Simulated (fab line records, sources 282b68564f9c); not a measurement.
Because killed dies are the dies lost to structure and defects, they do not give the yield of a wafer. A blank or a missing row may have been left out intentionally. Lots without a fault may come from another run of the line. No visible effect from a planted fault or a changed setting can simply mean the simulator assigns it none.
fab line records	flow ritCmos
record lots=14	wafers=42	lastDay=7
route steps=202 shown FOX1@21 FOX2@24 PLDD@122 CONTACT@180 M1@202
lots with no fault: from the same line, run without faults
startH: the number of hours between the record's first day and the start of the first shown wafer of the lot	waitH: time in hours since the lot's previous step	" as in the row above	L1.1+2: a row that stands for several wafers	- no value, or no start was given	* or withheld: withheld	< > ~ a bound
route shown NAME@n: a module of which the file shows steps, and the number in the route of the first	usual: mean/standard deviation of fault-free wafers	same: alike in all rows	chamber/n: place in a boat	sites: readings site by site	_std_site: standard deviation of those values	_edge_site: outer sites' mean less inner sites'	radiusMm: for every site, how far away it sits from the centre of the wafer	mask NAME#n: copy n	behind: the most recent tool/chamber to have shaped the wafer	hold: what put the lot on hold/how long, in hours/how the hold closed	device: names the non-switching transistor (n, p or np)	end of line: at the end of the route, the tests of the same wafers	for a step that has no rows: nothing shown but its recipe	killed: count of dies lost to structure and defects at first sort (not the wafer's yield)	map: a wafer's dies, marking killed ones x, the rest . and places with no die _
set.NAME: setting as actually run; set.NAME@STEP: the setting as run at that earlier step	model.NAME: the simulator's own value behind a step, which no gauge read
a sample of lots followed through the steps of the route, with each step as a table and each wafer as a row
services: the hour from which a tool's chamber was out of use, counted from the record's first day as startH (under 0 if before that day), plus the number of hours and why
## steps
# step RIT_FOX1_THK_MEAS_01
# recipe reads=SiO2_of_FOX1_OXIDATION_00
# usual FOX1_OXIDE_THK=354/6.8
lot.wafer	tool	chamber	startH	waitH	FOX1_OXIDE_THK[nm]
L786.4	filmMetro-01	-	16.98	0.0	346
L786.5	"	-	"	"	346
L786.6	"	-	"	"	343
L788.2	filmMetro-01	-	28.19	0.0	349
L788.4	"	-	"	"	339
L788.5	"	-	"	"	341
L789.1	filmMetro-03	-	32.83	0.0	357
L789.2	"	-	"	"	356
L789.6	"	-	"	"	360
L791.3	filmMetro-02	-	41.87	0.0	349
L791.4	"	-	"	"	347
L791.5	"	-	"	"	346
L792.2	filmMetro-01	-	47.57	0.0	346
L792.3	"	-	"	"	343
L792.5	"	-	"	"	342
L793.2	filmMetro-01	-	52.51	0.0	351
L793.3	"	-	"	"	351
L793.6	"	-	"	"	357
L800.3	filmMetro-02	-	87.44	0.0	360
L800.5	"	-	"	"	357
L800.6	"	-	"	"	353
L801.1	filmMetro-02	-	92.73	0.0	358
L801.3	"	-	"	"	357
L801.4	"	-	"	"	357
L802.4	filmMetro-03	-	96.88	0.0	350
L802.5	"	-	"	"	352
L802.6	"	-	"	"	350
L804.2	filmMetro-01	-	108.85	0.0	357
L804.4	"	-	"	"	353
L804.6	"	-	"	"	364
L805.3	filmMetro-02	-	114.72	0.0	361
L805.5	"	-	"	"	358
L805.6	"	-	"	"	354
L806.2	filmMetro-01	-	117.52	0.0	365
L806.4	"	-	"	"	358
L806.5	"	-	"	"	360
L807.1	filmMetro-01	-	123.37	0.0	357
L807.4	"	-	"	"	361
L807.6	"	-	"	"	367
L808.1	filmMetro-02	-	127.23	0.0	347
L808.2	"	-	"	"	344
L808.4	"	-	"	"	347
# step RIT_FOX2_THK_MEAS_01
# recipe reads=SiO2_of_FOX2_OXIDATION_00
# usual FOX2_OXIDE_THK=353/6.9
lot.wafer	tool	chamber	startH	waitH	FOX2_OXIDE_THK[nm]
L786.4	filmMetro-03	-	19.14	0.0	357
L786.5	"	-	"	"	356
L786.6	"	-	"	"	357
L788.2	filmMetro-04	-	29.68	0.0	355
L788.4	"	-	"	"	354
L788.5	"	-	"	"	351
L789.1	filmMetro-01	-	34.32	0.0	343
L789.2	"	-	"	"	346
L789.6	"	-	"	"	347
L791.3	filmMetro-03	-	43.36	0.0	345
L791.4	"	-	"	"	346
L791.5	"	-	"	"	341
L792.2	filmMetro-03	-	49.13	0.0	347
L792.3	"	-	"	"	341
L792.5	"	-	"	"	344
L793.2	filmMetro-01	-	54.00	0.0	355
L793.3	"	-	"	"	345
L793.6	"	-	"	"	350
L800.3	filmMetro-03	-	88.93	0.0	355
L800.5	"	-	"	"	358
L800.6	"	-	"	"	357
L801.1	filmMetro-01	-	95.01	0.0	358
L801.3	"	-	"	"	354
L801.4	"	-	"	"	358
L802.4	filmMetro-04	-	98.40	0.0	354
L802.5	"	-	"	"	351
L802.6	"	-	"	"	359
L804.2	filmMetro-04	-	114.72	0.0	343
L804.4	"	-	"	"	339
L804.6	"	-	"	"	342
L805.3	filmMetro-01	-	116.21	0.0	356
L805.5	"	-	"	"	347
L805.6	"	-	"	"	350
L806.2	filmMetro-01	-	119.01	0.0	348
L806.4	"	-	"	"	352
L806.5	"	-	"	"	353
L807.1	filmMetro-04	-	126.82	0.0	368
L807.4	"	-	"	"	364
L807.6	"	-	"	"	369
L808.1	filmMetro-03	-	128.72	0.0	360
L808.2	"	-	"	"	358
L808.4	"	-	"	"	350
# step RIT_PLDD_IMPLANT_08
# recipe species=BF2	energyKev=19.81	doseCm2=9e+14	tiltDeg=7
# usual tiltDeg=6.995/0.018
lot.wafer	tool	chamber	startH	waitH	tiltDeg
L786.4	implanter-02	0	43.79	0.1	7.000
L786.5	"	0	"	"	7.023
L786.6	"	0	"	"	7.000
L788.2	implanter-02	0	53.85	0.1	6.983
L788.4	"	0	"	"	7.005
L788.5	"	0	"	"	6.991
L789.1	implanter-04	0	57.88	0.1	7.015
L789.2	"	0	"	"	7.015
L789.6	"	0	"	"	7.010
L791.3	implanter-04	0	68.91	0.1	7.586
L791.4	"	0	"	"	7.572
L791.5	"	0	"	"	7.577
L792.2	implanter-02	0	72.79	0.1	7.002
L792.3	"	0	"	"	7.000
L792.5	"	0	"	"	7.017
L793.2	implanter-04	0	78.04	0.1	7.602
L793.3	"	0	"	"	7.600
L793.6	"	0	"	"	7.602
L800.3	implanter-02	0	115.98	0.1	7.008
L800.5	"	0	"	"	6.989
L800.6	"	0	"	"	6.985
L801.1	implanter-02	0	122.46	0.1	6.998
L801.3	"	0	"	"	6.992
L801.4	"	0	"	"	6.998
L802.4	implanter-01	0	123.09	0.1	6.972
L802.5	"	0	"	"	7.010
L802.6	"	0	"	"	7.000
L804.2	implanter-02	0	139.19	0.1	7.003
L804.4	"	0	"	"	7.009
L804.6	"	0	"	"	7.001
L805.3	implanter-02	0	141.84	0.1	6.981
L805.5	"	0	"	"	7.003
L805.6	"	0	"	"	6.968
L806.2	implanter-04	0	147.44	0.1	6.978
L806.4	"	0	"	"	6.948
L806.5	"	0	"	"	6.975
L807.1	implanter-04	0	151.29	0.1	7.027
L807.4	"	0	"	"	7.005
L807.6	"	0	"	"	6.988
L808.1	implanter-01	0	152.39	0.1	6.990
L808.2	"	0	"	"	6.969
L808.4	"	0	"	"	6.998
# step RIT_SDANNEAL_RS_MEAS_06
# recipe thkMeasGauge=four-point-probe
# usual PLDD_RS=179.2/0.5
lot.wafer	tool	chamber	startH	waitH	PLDD_RS[ohm/sq]
L786.4	filmMetro-02	-	50.49	0.1	179.1
L786.5	"	-	"	"	179.1
L786.6	"	-	"	"	179.5
L788.2	filmMetro-02	-	61.98	0.1	178.8
L788.4	"	-	"	"	178.9
L788.5	"	-	"	"	179.9
L789.1	filmMetro-04	-	66.77	0.1	179.7
L789.2	"	-	"	"	178.6
L789.6	"	-	"	"	178.7
L791.3	filmMetro-02	-	75.95	0.1	-
L791.4	"	-	"	"	-
L791.5	"	-	"	"	-
L792.2	filmMetro-03	-	79.46	0.1	179.6
L792.3	"	-	"	"	179.9
L792.5	"	-	"	"	179.1
L793.2	filmMetro-02	-	84.56	0.1	-
L793.3	"	-	"	"	-
L793.6	"	-	"	"	-
L800.3	filmMetro-04	-	122.46	0.1	178.6
L800.5	"	-	"	"	178.2
L800.6	"	-	"	"	178.3
L801.1	filmMetro-04	-	129.50	0.1	179.1
L801.3	"	-	"	"	179.2
L801.4	"	-	"	"	179.3
L802.4	filmMetro-02	-	129.86	0.1	179.7
L802.5	"	-	"	"	179.0
L802.6	"	-	"	"	179.4
L804.2	filmMetro-03	-	145.93	0.1	178.9
L804.4	"	-	"	"	179.3
L804.6	"	-	"	"	179.1
L805.3	filmMetro-04	-	149.36	0.1	179.0
L805.5	"	-	"	"	178.7
L805.6	"	-	"	"	179.3
L806.2	filmMetro-02	-	154.03	0.1	178.5
L806.4	"	-	"	"	178.5
L806.5	"	-	"	"	178.6
L807.1	filmMetro-02	-	157.69	0.1	179.6
L807.4	"	-	"	"	179.7
L807.6	"	-	"	"	179.6
L808.1	filmMetro-02	-	159.52	0.1	179.1
L808.2	"	-	"	"	178.5
L808.4	"	-	"	"	178.4
# step RIT_CONTACT_STRIP_12
# recipe chemistry=O2	timeS=180	resist=NOVOLAK	platenTempC=withheld	powerW=500	pressureMtorr=4000	o2FlowSccm=4000
# usual drypumpMotorCurrentA=5.7/0.48	rfReflPowerW=6.4/1.4
lot.wafer	tool	chamber	startH	waitH	drypumpMotorCurrentA	rfHoursCounterH	rfReflPowerW
L786.4	plasmaAsher-03	1	53.01	0.2	5.2	-	6.7
L786.5	"	1	"	"	5.2	-	6.7
L786.6	"	0	"	"	6.4	-	7.5
L788.2	plasmaAsher-04	1	64.43	0.1	4.9	44	9.1
L788.4	"	0	"	"	5.5	-	3.6
L788.5	"	0	"	"	5.5	-	3.7
L789.1	plasmaAsher-03	1	69.27	0.1	5.2	26	6.5
L789.2	"	0	"	"	6.4	26	7.3
L789.6	"	1	"	"	5.2	-	6.2
L791.3	plasmaAsher-03	0	78.44	0.2	6.4	-	7.1
L791.4	"	1	"	"	5.2	-	6.4
L791.5	"	1	"	"	5.2	-	6.5
L792.2	plasmaAsher-02	1	81.90	0.1	5.8	43	5.6
L792.3	"	0	"	"	5.7	-	6.3
L792.5	"	0	"	"	5.7	-	6.3
L793.2	plasmaAsher-02	1	86.87	0.1	5.8	44	5.6
L793.3	"	1	"	"	5.8	-	5.6
L793.6	"	0	"	"	5.7	-	6.0
L800.3	plasmaAsher-03	0	124.81	0.2	6.3	-	7.2
L800.5	"	1	"	"	5.2	-	6.5
L800.6	"	0	"	"	6.4	-	7.2
L801.1	plasmaAsher-03	1	131.85	0.1	5.2	33	6.8
L801.3	"	1	"	"	5.2	-	6.3
L801.4	"	0	"	"	6.4	-	7.3
L802.4	plasmaAsher-04	0	132.26	0.1	5.5	-	3.6
L802.5	"	0	"	"	5.4	-	3.6
L802.6	"	1	"	"	5.0	-	8.9
L804.2	plasmaAsher-02	0	148.38	0.1	5.8	51	6.2
L804.4	"	1	"	"	5.8	-	5.5
L804.6	"	0	"	"	5.8	-	6.1
L805.3	plasmaAsher-02	1	151.94	0.2	5.8	-	5.5
L805.5	"	1	"	"	5.8	-	5.6
L805.6	"	0	"	"	5.8	-	6.2
L806.2	plasmaAsher-03	1	156.47	0.1	5.2	36	6.4
L806.4	"	1	"	"	5.2	-	6.4
L806.5	"	0	"	"	6.3	-	7.5
L807.1	plasmaAsher-03	0	160.26	0.2	6.3	37	7.3
L807.4	"	1	"	"	5.2	-	6.3
L807.6	"	0	"	"	6.4	-	7.1
L808.1	plasmaAsher-02	0	161.99	0.1	5.8	53	6.1
L808.2	"	1	"	"	5.8	53	5.6
L808.4	"	0	"	"	5.8	-	6.0
# step RIT_M1_PROBE_99
# usual killedAtContacts=0.1/0.25	killedAtFrontEnd=7.1/2.9	killedDies=7.2/2.9	killedOpen=3.6/1.9	killedShort=3.5/1.9
# same grossDies=264	killed_at_M0_to_M3=0	killed_at_M4_up=0	killedAtBackSide=0	killedAtOther=0
lot.wafer	tool	chamber	startH	waitH	killedAtContacts	killedAtFrontEnd	killedDies	killedOpen	killedShort
L789.1	prober-01	-	74.26	0.1	0	4	4	2	2
L789.2	prober-01	-	74.31	0.1	0	7	7	4	3
L789.6	prober-01	-	74.51	0.2	0	3	3	1	2
L793.2	prober-01	-	91.58	0.1	0	3	3	3	0
L793.3	prober-01	-	91.63	0.2	0	6	6	4	2
L793.6	prober-01	-	91.78	0.2	0	9	9	5	4
L800.3	prober-01	-	130.47	0.2	0	9	9	7	2
L800.5	prober-01	-	130.57	0.2	0	4	4	0	4
L800.6	prober-01	-	130.62	0.2	0	6	6	3	3
L804.2	prober-01	-	153.72	0.1	0	8	8	3	5
L804.4	prober-01	-	153.82	0.2	0	4	4	1	3
L804.6	prober-01	-	153.92	0.2	0	7	7	3	4
L805.3	prober-02	-	156.67	0.2	0	9	9	3	5
L805.5	prober-02	-	156.77	0.2	0	7	7	2	4
L805.6	prober-02	-	156.82	0.2	0	12	12	7	5
L806.2	prober-01	-	161.19	0.1	1	7	8	5	3
L806.4	prober-01	-	161.29	0.2	0	12	12	6	6
L806.5	prober-01	-	161.34	0.2	0	8	8	5	3
L807.1	prober-02	-	165.04	0.1	0	7	7	3	4
L807.4	prober-02	-	165.19	0.2	0	7	7	4	3
L807.6	prober-02	-	165.29	0.2	0	10	10	6	4
# killed by level:class
L789.1 FOX1:geometricParticle:open=2 FOX1:geometricParticle:short=1 FOX2:geometricParticle:short=1
L789.2 GATE:geometricParticle:open=4 FOX2:geometricParticle:short=1 GATE:geometricParticle:short=1 REOX:geometricParticle:short=1
L789.6 SILICIDE:geometricParticle:short=2 FOX2:geometricParticle:open=1
L793.2 SPACER:geometricParticle:open=2 REOX:geometricParticle:open=1
L793.3 FOX1:geometricParticle:short=1 GATE:geometricParticle:open=1 GATE:geometricParticle:short=1 REOX:geometricParticle:open=1 SPACER:geometricParticle:open=1 SILICIDE:geometricParticle:open=1
L793.6 GATE:geometricParticle:short=3 GATE:geometricParticle:open=2 FOX1:geometricParticle:open=1 REOX:geometricParticle:open=1 SPACER:geometricParticle:short=1 SILICIDE:geometricParticle:open=1
L800.3 FOX1:geometricParticle:open=4 FOX1:geometricParticle:short=2 GATE:geometricParticle:open=2 SILICIDE:geometricParticle:open=1
L800.5 REOX:geometricParticle:short=3 GATE:geometricParticle:short=1
L800.6 FOX2:geometricParticle:open=2 FOX1:geometricParticle:short=1 GATE:geometricParticle:short=1 SPACER:geometricParticle:short=1 SPACER:geometricParticle:open=1
L804.2 SPACER:geometricParticle:short=2 FOX1:geometricParticle:open=1 FOX1:geometricParticle:short=1 GATE:geometricParticle:short=1 REOX:geometricParticle:open=1 SPACER:geometricParticle:open=1 SILICIDE:geometricParticle:short=1
L804.4 GATE:geometricParticle:short=2 GATE:geometricParticle:open=1 SILICIDE:geometricParticle:short=1
L804.6 FOX1:geometricParticle:open=2 FOX1:geometricParticle:short=1 GATE:geometricParticle:short=1 SPACER:geometricParticle:short=1 SPACER:geometricParticle:open=1 SILICIDE:geometricParticle:short=1
L805.3 GATE:geometricParticle:short=4 GATE:geometricParticle:open=2 REOX:geometricParticle:open=1 SILICIDE:geometricParticle:short=1 PSD:coatMicrobubblePrinted=1
L805.5 SILICIDE:geometricParticle:short=3 GATE:geometricParticle:open=1 GATE:geometricParticle:short=1 REOX:geometricParticle:open=1 NSD:coatMicrobubblePrinted=1
L805.6 GATE:geometricParticle:open=6 GATE:geometricParticle:short=3 REOX:geometricParticle:short=1 REOX:geometricParticle:open=1 SILICIDE:geometricParticle:short=1
L806.2 GATE:geometricParticle:open=2 SPACER:geometricParticle:open=2 GATE:geometricParticle:short=1 REOX:geometricParticle:open=1 REOX:geometricParticle:short=1 CONTACT:geometricParticle:short=1
L806.4 GATE:geometricParticle:open=4 GATE:geometricParticle:short=3 FOX1:geometricParticle:open=1 REOX:geometricParticle:short=1 REOX:geometricParticle:open=1 SPACER:geometricParticle:short=1 SILICIDE:geometricParticle:short=1
L806.5 GATE:geometricParticle:open=2 SILICIDE:geometricParticle:open=2 FOX1:geometricParticle:short=1 FOX2:geometricParticle:open=1 GATE:geometricParticle:short=1 SILICIDE:geometricParticle:short=1
L807.1 GATE:geometricParticle:short=3 FOX1:geometricParticle:open=1 FOX1:geometricParticle:short=1 FOX2:geometricParticle:open=1 GATE:geometricParticle:open=1
L807.4 FOX1:geometricParticle:open=1 FOX1:geometricParticle:short=1 FOX2:geometricParticle:open=1 FOX2:geometricParticle:short=1 GATE:geometricParticle:short=1 GATE:geometricParticle:open=1 REOX:geometricParticle:open=1
L807.6 GATE:geometricParticle:open=3 GATE:geometricParticle:short=2 FOX1:geometricParticle:open=1 REOX:geometricParticle:open=1 SPACER:geometricParticle:open=1 SPACER:geometricParticle:short=1 SILICIDE:geometricParticle:short=1
## services
tool	chamber	startH	hours	kind
plasmaAsher-03	-	21.76	15.6	pm
implanter-01	-	23.32	48.9	repair
implanter-01	-	28.71	2.7	repair
implanter-01	-	37.76	1.9	repair
plasmaAsher-04	-	52.02	1.9	repair
implanter-02	-	98.49	0.9	repair
implanter-02	-	109.12	0.7	repair
plasmaAsher-02	-	109.32	2.8	pm
implanter-01	-	132.63	5.5	pm
implanter-02	-	153.75	4.6	repair
## key
firstSign step=RIT_PLDD_IMPLANT_08	reading=tiltDeg	direction=up	sigmas=33	usual=6.995	struck=7.590
effect step=RIT_SDANNEAL_RS_MEAS_06	reading=PLDD_RS	direction=missing
metAt RIT_PLDD_IMPLANT_08
struckLots L791,L793
testerLeftOut L791,L793
notActingAt RIT_FOX1_THK_MEAS_01,RIT_FOX2_THK_MEAS_01,RIT_CONTACT_STRIP_12
onsetBetween 57.88 68.91
fault kind=processParameterDrift	tool=implanter-04	chamber=-	onsetH=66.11	steps=RIT_PLDD_IMPLANT_08	channel=tiltDeg	offset=0.59984	shape=step	endH=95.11	actsIn=theseRecipesOnly	stated=7
# testerLeftOut: of these lots the tester's yield and bins aren't shown, on N5 and GAA mostly nor the transistor test; their killed dies are dies lost to structure and defects alone, not to doping, threshold or leakage, so they don't give the yield
